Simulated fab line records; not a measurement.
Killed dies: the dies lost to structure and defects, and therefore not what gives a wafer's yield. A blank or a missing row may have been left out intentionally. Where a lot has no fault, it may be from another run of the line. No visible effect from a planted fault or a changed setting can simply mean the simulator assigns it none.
Which tool is to blame? | flow rit cmos | 7 lots, 21 wafers sampled, at 3 steps of a route of 202

== WHAT THE GAUGES READ, wafer by wafer ==
RIT_NWELL_TW_MEAS_10.
lot  | measured    | on            | NWELL_TW
L586 | day 2 22:46 | film metro-04 | 2175 2175 2172
L588 | day 3 04:41 | film metro-01 | 2151 2136 2150
L590 | day 3 21:10 | film metro-01 | 2139 2138 2138
L593 | day 4 09:55 | film metro-01 | 2148 2156 2156
L595 | day 4 15:19 | film metro-04 | 2179 2185 2181
L600 | day 5 21:18 | film metro-01 | 2379 2382 2374 2388 2390 2389
L605 | day 7 06:47 | film metro-04 | 2171 2179 2160

== WHICH TOOL RAN EACH LOT (tool, then ch and the chambers of the sampled wafers, then the start) ==
lot  | RIT_ACTIVE_STRIP_14                 | RIT_NWELL_IMPLANT_08
L586 | plasma asher-01 ch 0,1, day 2 13:15 | implanter-04 ch 0, day 2 22:29
L588 | plasma asher-01 ch 0,1, day 2 22:37 | implanter-04 ch 0, day 3 04:23
L590 | plasma asher-04 ch 0,1, day 3 08:32 | implanter-02 ch 0, day 3 20:51
L593 | plasma asher-01 ch 0,1, day 4 00:55 | implanter-03 ch 0, day 4 09:36
L595 | plasma asher-02 ch 1, day 4 09:23   | implanter-03 ch 0, day 4 15:00
L600 | plasma asher-04 ch 0,1, day 5 13:27 | implanter-03 ch 0, day 5 20:59
L605 | plasma asher-04 ch 0, day 6 18:01   | implanter-02 ch 0, day 7 06:28
- RIT_ACTIVE_STRIP_14: strips in O2, time 180 s.
- RIT_NWELL_IMPLANT_08

== THE ANSWER, worked out from the rows above alone ==
Rule: the lots themselves supply what counts as usual. Put in order of their means at a reading, lots are off if they are a third of the lots or fewer, leave a main group of 4 or more, and stand apart from it by a gap of 3 or more times the standard deviation of the main group's means; of several such gaps the widest counts. A main group is skipped when, at the precision printed for the reading in the tables above, its means are all equal. A lot without any number at a reading at which 4 lots or more have one is off too. Any other lot the step has rows for is counted as sound.
Off: at RIT_NWELL_TW_MEAS_10 (NWELL_TW), L600. The main group has a mean of 2160 with a standard deviation of 16.
A tool fits if, at a process step before that reading, it ran every lot that is off, and no sound lot after the first of them. Gauges at RIT_NWELL_TW_MEAS_10: tried the same way as those tools. Undecided on this evidence; 2 tools fit (implanter-03 at RIT_NWELL_IMPLANT_08, film metro-01 at RIT_NWELL_TW_MEAS_10).

== WHAT THE SIMULATOR PUT IN ==
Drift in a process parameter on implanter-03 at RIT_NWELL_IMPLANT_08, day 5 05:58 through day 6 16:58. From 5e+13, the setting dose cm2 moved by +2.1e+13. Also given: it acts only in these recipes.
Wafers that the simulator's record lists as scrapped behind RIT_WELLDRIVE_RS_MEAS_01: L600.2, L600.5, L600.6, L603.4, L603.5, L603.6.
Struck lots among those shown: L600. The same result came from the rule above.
